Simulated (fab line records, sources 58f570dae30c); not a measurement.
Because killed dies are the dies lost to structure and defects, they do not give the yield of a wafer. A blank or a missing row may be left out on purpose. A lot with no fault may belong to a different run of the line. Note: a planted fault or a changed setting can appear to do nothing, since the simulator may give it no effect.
One fault through the eyes of 2 desks + flow berkeley_cmos170 + each desk has only its own numbers; what lay behind them comes last

AT THE TOOL OWNER'S DESK: implanter-04
The tool's own readings at UCB170_NVT_IMPLANT_07: means of the sampled wafers that have a number, for each lot that ran on this tool. Any lot whose mean is over 4 standard deviations away from the usual mean is out of limits and marked OUT; that distance is given in the brackets.
Columns: A = dose_ions_cm2 at UCB170_NVT_IMPLANT_07, usual 3e+12; B = faraday_current_uA at UCB170_NVT_IMPLANT_07, usual 9.53
| lot  | first seen here | A                       | B              |
|------|-----------------|-------------------------|----------------|
| L108 | day 7 10:37     | 3e+12                   | 9.50           |
| L119 | day 9 05:04     | 2e+12 (-99 or more) OUT | 7.50 (-11) OUT |
| L115 | day 9 05:49     | 2e+12 (-99 or more) OUT | 7.33 (-12) OUT |
| L116 | day 9 06:08     | 2e+12 (-99 or more) OUT | 7.35 (-12) OUT |
This desk finds L115, L116, L119 out of limits, L119 being first, at day 9 05:04 (dose_ions_cm2 at UCB170_NVT_IMPLANT_07). L108: within limits.

FROM THE METROLOGY DESK
Means of the sampled wafers that have a number, per lot and without regard to the tool the lot ran on: this is what the gauges read. Any lot whose mean is over 4 standard deviations away from the usual mean is out of limits and marked OUT; that distance is given in the brackets.
Columns: A = NVT_TW at UCB170_NVT_TW_MEAS_09, usual 528; B = PLDD_OVL at UCB170_PLDD_OVL_MEAS_07, usual -1 nm; C = cd_nm at UCB170_PSD_CD_MEAS_06, usual 1199.9 nm
| lot  | first seen here | A              | B   | C      |
|------|-----------------|----------------|-----|--------|
| L105 | day 6 01:26     | 520            | -0  | 1199.7 |
| L107 | day 7 03:28     | 533            | -2  | 1200.2 |
| L109 | day 7 10:37     | 522            | -1  | 1199.2 |
| L108 | day 7 10:52     | 523            | -3  | 1199.7 |
| L110 | day 7 11:09     | 532            | 3   | 1198.3 |
| L119 | day 9 05:19     | 490 (-7.8) OUT | -4  | 1198.3 |
| L115 | day 9 06:04     | 491 (-7.6) OUT | 2   | 1200.5 |
| L120 | day 9 06:19     | 530            | -2  | 1199.0 |
| L116 | day 9 06:22     | 478 (-10) OUT  | -1  | 1199.2 |
| L122 | day 9 20:45     | 529            | 6   | 1201.9 |
| L121 | day 9 21:16     | 529            | -6  | 1199.6 |
| L124 | day 10 07:37    | 529            | 5   | 1198.8 |
| L125 | day 10 19:01    | 529            | -14 | 1200.8 |
| L127 | day 11 05:37    | 528            | -3  | 1201.4 |
| L128 | day 11 06:07    | 533            | 1   | 1200.2 |
This desk's finding: out of limits on L115, L116, L119; first on L119, day 9 05:19 (NVT_TW at UCB170_NVT_TW_MEAS_09). L105, L107, L109, L108, L110, L120, L122, L121, L124, L125, L127, L128: within limits.

PUT TOGETHER
On L115, L116, L119, at day 9 05:04, an alarm was possible from the tool owner's desk.
On L115, L116, L119, the metrology desk was in a position to raise an alarm at day 9 05:19.
Of the lots named, all ran UCB170_NVT_IMPLANT_07 on implanter-04.

WHAT THE SIMULATOR PUT IN
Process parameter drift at UCB170_NVT_IMPLANT_07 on implanter-04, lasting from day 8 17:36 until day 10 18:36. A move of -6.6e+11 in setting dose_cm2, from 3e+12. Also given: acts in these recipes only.
Struck lots among those shown: L115, L116, L119.
Counting hours from when the fault started, the first reading out of limits came at 11 for the tool owner's desk and at 12 for the metrology desk.
